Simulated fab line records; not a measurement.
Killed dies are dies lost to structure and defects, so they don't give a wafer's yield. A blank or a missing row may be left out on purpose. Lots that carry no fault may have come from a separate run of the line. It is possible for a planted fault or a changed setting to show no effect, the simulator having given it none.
fab line records    flow rit_cmos
[record] lots = 14  wafers = 42  last_day = 6
route steps=202 shown FOX1@20 PRETRO@70 PLDD@120 SPACER@129 M1@202
lots with no fault: from the same line, run without faults
start_h: hours from the record's first day to the start of the lot's first wafer shown    wait_h: how many hours have passed since the lot's step before this one    " repeats the value in the row above    L1.1+2: one row covering several wafers at once    - value missing, or start not given    * or withheld: withheld    < > ~ a bound
route shown NAME@n: names a module that has steps shown in the file, with the first one's number in the route    usual: mean and standard deviation over wafers with no fault    same: alike in all rows    chamber/n: place in a boat    sites: per-site readings    _std_site: the values' standard deviation    _edge_site: the outer-site mean with the inner-site mean subtracted    radius_mm: for every site, how far away it sits from the centre of the wafer    mask NAME#n: copy n    behind: the last tool/chamber to shape the wafer    hold: why the lot went on hold/how many hours it stayed there/how the hold came to an end    device: the n, p or np transistor that did not switch    end of line: the same wafers' tests at the end of the route    a step without rows: its recipe alone    killed: at the first sort, the dies lost to defects and structure; wafer yield is something else    map: a wafer's dies, marking killed ones x, the rest . and places with no die _
set.NAME: the setting the step ran with; set.NAME@STEP: the setting that earlier step ran with    model.NAME: the simulator's own value behind a step, which no gauge read
a sample of lots followed through the steps of the route, with each step as a table and each wafer as a row
services: a tool's chamber out of use, with start hour (start_h, from the record's first day; less than 0 if before it), hours out, and reason
[[steps]]
[step RIT_FOX1_OXIDATION_00]
[recipe] temp_c = 1100  ambient = H2O  target_thk_a = 3507  p_h2o_torr = 720  ox_time_s = 1130
[usual] ox_temp_c = 1100.0/0.52  ox_time_s = 1130/0  tube_center_temp_C = 1100/0.093
lot.wafer  tool        chamber  start_h  wait_h  ox_temp_c  ox_time_s  tube_center_temp_C
L442.2     furnace-01  0        15.57    0.0     1098.6     1130       1100.2
L442.3     "           0        "        "       1099.6     1130       1099.9
L442.4     "           0        "        "       1099.3     1130       1100.1
L443.1     furnace-02  0        20.68    0.0     1100.4     1130       1099.9
L443.3     "           0        "        "       1100.2     1130       1100
L443.4     "           0        "        "       1100.8     1130       1100
L445.1     furnace-04  0        32.57    0.8     1100.6     1130       1100.1
L445.2     "           0        "        "       1099.9     1130       1100
L445.5     "           0        "        "       1099.9     1130       1100
L447.2     furnace-04  0        40.63    0.0     1100.2     1130       1099.8
L447.5     "           0        "        "       1099.1     1130       1100.1
L447.6     "           0        "        "       1100.4     1130       1100.1
L448.3     furnace-02  0        46.65    0.4     1100.6     1130       1100.1
L448.4     "           0        "        "       1100.3     1130       1100
L448.6     "           0        "        "       1100.3     1130       1100
L449.3     furnace-04  0        51.34    0.0     1099.0     1130       1099.9
L449.4     "           0        "        "       1099.8     1130       1099.9
L449.5     "           0        "        "       1099.4     1130       1100
L450.2     furnace-01  0        57.05    0.7     1099.8     1130       1099.9
L450.4     "           0        "        "       1099.3     1130       1100
L450.6     "           0        "        "       1099.8     1130       1100
L451.3     furnace-01  0        60.51    0.0     1100.1     1130       1100.2
L451.4     "           0        "        "       1100.6     1130       1100
L451.5     "           0        "        "       1100.3     1130       1099.9
L452.1     furnace-01  0        66.66    1.1     1100.0     1130       1100
L452.5     "           0        "        "       1100.1     1130       1100.1
L452.6     "           0        "        "       1100.5     1130       1100.1
L455.1     furnace-04  0        80.68    0.0     1099.0     1130       1100
L455.3     "           0        "        "       1099.6     1130       1100
L455.5     "           0        "        "       1099.9     1130       1099.9
L456.1     furnace-01  0        86.35    0.0     1099.9     1130       1100
L456.3     "           0        "        "       1099.1     1130       1100
L456.6     "           0        "        "       1100.0     1130       1100.2
L459.2     furnace-01  0        100.63   0.0     1100.3     1130       1100
L459.3     "           0        "        "       1099.9     1130       1100
L459.5     "           0        "        "       1100.9     1130       1100.1
L460.1     furnace-01  0        105.61   0.0     1100.5     1638.5     1099.9
L460.5     "           0        "        "       1100.9     1638.5     1099.8
L460.6     "           0        "        "       1100.8     1638.5     1100
L461.2     furnace-01  0        111.18   0.5     1099.3     1638.5     1099.9
L461.5     "           0        "        "       1099.3     1638.5     1100.1
L461.6     "           0        "        "       1099.0     1638.5     1100.2
[step RIT_FOX1_THK_MEAS_01]
[recipe] reads = SiO2_of_FOX1_OXIDATION_00
[usual] FOX1_OXIDE_THK = 348/6
lot.wafer  tool           chamber  start_h  wait_h  FOX1_OXIDE_THK[nm]
L442.2     film_metro-03  -        16.90    0.0     360
L442.3     "              -        "        "       362
L442.4     "              -        "        "       362
L443.1     film_metro-03  -        22.00    0.0     342
L443.3     "              -        "        "       343
L443.4     "              -        "        "       342
L445.1     film_metro-02  -        33.88    0.0     338
L445.2     "              -        "        "       346
L445.5     "              -        "        "       348
L447.2     film_metro-03  -        41.95    0.0     349
L447.5     "              -        "        "       344
L447.6     "              -        "        "       352
L448.3     film_metro-02  -        47.98    0.0     357
L448.4     "              -        "        "       360
L448.6     "              -        "        "       358
L449.3     film_metro-03  -        52.67    0.0     342
L449.4     "              -        "        "       342
L449.5     "              -        "        "       336
L450.2     film_metro-04  -        58.38    0.0     342
L450.4     "              -        "        "       345
L450.6     "              -        "        "       341
L451.3     film_metro-02  -        61.84    0.0     354
L451.4     "              -        "        "       351
L451.5     "              -        "        "       351
L452.1     film_metro-02  -        67.98    0.0     350
L452.5     "              -        "        "       353
L452.6     "              -        "        "       351
L455.1     film_metro-02  -        82.00    0.0     340
L455.3     "              -        "        "       338
L455.5     "              -        "        "       341
L456.1     film_metro-04  -        87.67    0.0     354
L456.3     "              -        "        "       349
L456.6     "              -        "        "       350
L459.2     film_metro-02  -        101.95   0.0     356
L459.3     "              -        "        "       349
L459.5     "              -        "        "       356
L460.1     film_metro-04  -        106.92   0.0     432
L460.5     "              -        "        "       432
L460.6     "              -        "        "       434
L461.2     film_metro-04  -        112.50   0.0     440
L461.5     "              -        "        "       430
L461.6     "              -        "        "       439
[step RIT_PRETRO_OVL_MEAS_06]
[usual] PRETRO_OVL = -1.1/1.3
lot.wafer  tool        chamber  start_h  wait_h  PRETRO_OVL[nm]
L442.2     overlay-01  -        31.44    -       0.4
L442.3     "           -        "        "       -0.3
L442.4     "           -        "        "       0.2
L443.1     overlay-02  -        36.88    -       -2.4
L443.3     "           -        "        "       -2.3
L443.4     "           -        "        "       -1.4
L445.1     overlay-01  -        47.41    -       -1.0
L445.2     "           -        "        "       -2.1
L445.5     "           -        "        "       -0.6
L447.2     overlay-01  -        55.85    -       -0.1
L447.5     "           -        "        "       1.8
L447.6     "           -        "        "       -0.9
L448.3     overlay-01  -        62.13    -       0.1
L448.4     "           -        "        "       0.0
L448.6     "           -        "        "       -0.4
L449.3     overlay-02  -        66.50    -       -0.9
L449.4     "           -        "        "       -2.5
L449.5     "           -        "        "       -1.3
L450.2     overlay-01  -        71.78    -       0.0
L450.4     "           -        "        "       -1.1
L450.6     "           -        "        "       0.6
L451.3     overlay-01  -        75.66    -       1.5
L451.4     "           -        "        "       0.6
L451.5     "           -        "        "       0.4
L452.1     overlay-02  -        81.64    -       -1.4
L452.5     "           -        "        "       -0.2
L452.6     "           -        "        "       -0.1
L455.1     overlay-02  -        95.73    -       -0.2
L455.3     "           -        "        "       -0.5
L455.5     "           -        "        "       0.1
L456.1     overlay-02  -        101.79   -       -4.6
L456.3     "           -        "        "       -3.1
L456.6     "           -        "        "       -4.3
L459.2     overlay-01  -        115.70   -       -3.0
L459.3     "           -        "        "       -2.0
L459.5     "           -        "        "       -1.3
L460.1     overlay-02  -        120.41   -       -2.2
L460.5     "           -        "        "       0.3
L460.6     "           -        "        "       -0.8
L461.2     overlay-01  -        126.86   -       -1.6
L461.5     "           -        "        "       -1.9
L461.6     "           -        "        "       -0.5
[step RIT_PLDD_OVL_MEAS_06]
[usual] PLDD_OVL = -0.3/1.4
lot.wafer  tool        chamber  start_h  wait_h  PLDD_OVL[nm]
L442.2     overlay-01  -        43.51    -       -0.9
L442.3     "           -        "        "       -0.7
L442.4     "           -        "        "       -0.8
L443.1     overlay-01  -        49.10    -       1.3
L443.3     "           -        "        "       0.8
L443.4     "           -        "        "       1.8
L445.1     overlay-02  -        61.19    -       -1.0
L445.2     "           -        "        "       -2.4
L445.5     "           -        "        "       -1.9
L447.2     overlay-02  -        69.41    -       -0.6
L447.5     "           -        "        "       1.0
L447.6     "           -        "        "       0.1
L448.3     overlay-02  -        73.87    -       -4.1
L448.4     "           -        "        "       -2.1
L448.6     "           -        "        "       -3.2
L449.3     overlay-02  -        79.17    -       0.0
L449.4     "           -        "        "       0.7
L449.5     "           -        "        "       -2.1
L450.2     overlay-01  -        83.27    -       0.8
L450.4     "           -        "        "       3.1
L450.6     "           -        "        "       3.4
L451.3     overlay-02  -        88.65    -       -0.4
L451.4     "           -        "        "       -0.7
L451.5     "           -        "        "       -0.4
L452.1     overlay-01  -        94.22    -       1.6
L452.5     "           -        "        "       1.4
L452.6     "           -        "        "       1.6
L455.1     overlay-01  -        107.30   -       1.2
L455.3     "           -        "        "       1.3
L455.5     "           -        "        "       0.7
L456.1     overlay-02  -        113.95   -       -0.5
L456.3     "           -        "        "       -0.5
L456.6     "           -        "        "       0.6
L459.2     overlay-01  -        127.60   -       -2.6
L459.3     "           -        "        "       -1.9
L459.5     "           -        "        "       -0.8
L460.1     overlay-01  -        134.37   -       0.2
L460.5     "           -        "        "       1.3
L460.6     "           -        "        "       0.0
L461.2     overlay-01  -        139.55   -       -0.4
L461.5     "           -        "        "       -0.1
L461.6     "           -        "        "       0.1
[step RIT_SPACER_THK_MEAS_04]
[recipe] reads = Si3N4_of_SPACER_CVD_03
[usual] SPACER_NITRIDE_THK = 250.8/2.2
lot.wafer  tool           chamber  start_h  wait_h  SPACER_NITRIDE_THK[nm]
L442.2     film_metro-04  -        47.35    0.0     254.3
L442.3     "              -        "        "       253.5
L442.4     "              -        "        "       251.4
L443.1     film_metro-03  -        51.97    0.0     248.8
L443.3     "              -        "        "       250.4
L443.4     "              -        "        "       249.7
L445.1     film_metro-02  -        65.01    0.0     248.5
L445.2     "              -        "        "       251.3
L445.5     "              -        "        "       250.3
L447.2     film_metro-02  -        72.26    0.0     253.1
L447.5     "              -        "        "       248.5
L447.6     "              -        "        "       250.7
L448.3     film_metro-03  -        77.85    0.0     250.2
L448.4     "              -        "        "       249.8
L448.6     "              -        "        "       250.2
L449.3     film_metro-04  -        82.05    0.0     251.2
L449.4     "              -        "        "       248.3
L449.5     "              -        "        "       248.6
L450.2     film_metro-02  -        87.12    0.0     253.2
L450.4     "              -        "        "       252.4
L450.6     "              -        "        "       251.1
L451.3     film_metro-02  -        91.52    0.0     249.1
L451.4     "              -        "        "       251.0
L451.5     "              -        "        "       251.0
L452.1     film_metro-04  -        97.23    0.0     252.7
L452.5     "              -        "        "       253.6
L452.6     "              -        "        "       252.7
L455.1     film_metro-02  -        110.15   0.0     251.7
L455.3     "              -        "        "       250.7
L455.5     "              -        "        "       252.1
L456.1     film_metro-04  -        116.80   0.0     247.1
L456.3     "              -        "        "       246.4
L456.6     "              -        "        "       246.3
L459.2     film_metro-04  -        130.48   0.0     245.8
L459.3     "              -        "        "       247.6
L459.5     "              -        "        "       247.8
L460.1     film_metro-02  -        137.22   0.0     248.5
L460.5     "              -        "        "       246.3
L460.6     "              -        "        "       249.2
L461.2     film_metro-04  -        142.41   0.0     251.8
L461.5     "              -        "        "       251.3
L461.6     "              -        "        "       252.1
[step RIT_M1_PROBE_99]
[usual] killed_at_contacts = 0.1/0.25  killed_at_front_end = 7/3.3  killed_dies = 7/3.3  killed_open = 3.6/2  killed_short = 3.6/2.1
[same] gross_dies = 264  killed_at_M0_to_M3 = 0  killed_at_M4_up = 0  killed_at_back_side = 0  killed_at_other = 0
lot.wafer  tool       chamber  start_h  wait_h  killed_at_contacts  killed_at_front_end  killed_dies  killed_open  killed_short
L445.1     prober-02  -        76.38    0.1     0                   8                    8            4            4
L445.2     prober-02  -        76.43    0.1     0                   2                    2            2            0
L445.5     prober-02  -        76.58    0.2     0                   5                    5            3            2
L460.1     prober-01  -        148.71   0.1     0                   15                   15           8            7
L460.5     prober-01  -        148.91   0.2     0                   9                    9            4            5
L460.6     prober-01  -        148.96   0.2     0                   13                   13           8            5
// killed by level:class
L445.1 GATE:geometric_particle:short=2 GATE:geometric_particle:open=2 FOX1:geometric_particle:short=1 FOX1:geometric_particle:open=1 REOX:geometric_particle:open=1 SILICIDE:geometric_particle:short=1
L445.2 GATE:geometric_particle:open=1 SPACER:geometric_particle:open=1
L445.5 GATE:geometric_particle:open=3 REOX:geometric_particle:short=1 SPACER:geometric_particle:short=1
L460.1 GATE:geometric_particle:short=3 SPACER:geometric_particle:open=3 REOX:geometric_particle:short=2 REOX:geometric_particle:open=2 FOX1:geometric_particle:short=1 FOX1:geometric_particle:open=1 FOX2:geometric_particle:open=1 GATE:geometric_particle:open=1
L460.5 GATE:geometric_particle:open=2 REOX:geometric_particle:short=2 FOX2:geometric_particle:short=1 GATE:geometric_particle:short=1 SPACER:geometric_particle:short=1 SPACER:geometric_particle:open=1 SILICIDE:geometric_particle:open=1
L460.6 REOX:geometric_particle:short=4 GATE:geometric_particle:open=3 REOX:geometric_particle:open=3 FOX1:geometric_particle:open=1 GATE:geometric_particle:short=1 SPACER:geometric_particle:open=1
[[services]]
tool        chamber  start_h  hours  kind
furnace-01  -        69.48    5.4    pm
furnace-01  -        77.43    2.6    pm
furnace-04  -        89.40    4.7    pm
furnace-04  -        109.16   3.2    pm
[[key]]
[first_sign] step = RIT_FOX1_OXIDATION_00  reading = ox_time_s  direction = up  sigmas = 99+  usual = *  struck = *
[effect] step = RIT_FOX1_THK_MEAS_01  reading = FOX1_OXIDE_THK  direction = up  sigmas = 14  usual = 348  struck = 434
met_at RIT_FOX1_OXIDATION_00
struck_lots L460,L461
tester_left_out L460,L461
not_acting_at RIT_PRETRO_OVL_MEAS_06,RIT_PLDD_OVL_MEAS_06,RIT_SPACER_THK_MEAS_04
onset_between 100.63 105.61
[fault] kind = process_parameter_drift  tool = furnace-01  chamber = -  onset_h = 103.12  steps = RIT_FOX1_OXIDATION_00  channel = ox_time_s  offset = *  shape = step  end_h = 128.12  acts_in = *  stated = *
// tester_left_out: of these lots the tester's yield and bins aren't shown, on N5 and GAA mostly nor the transistor test; their killed dies are dies lost to structure and defects alone, not to doping, threshold or leakage, so they don't give the yield
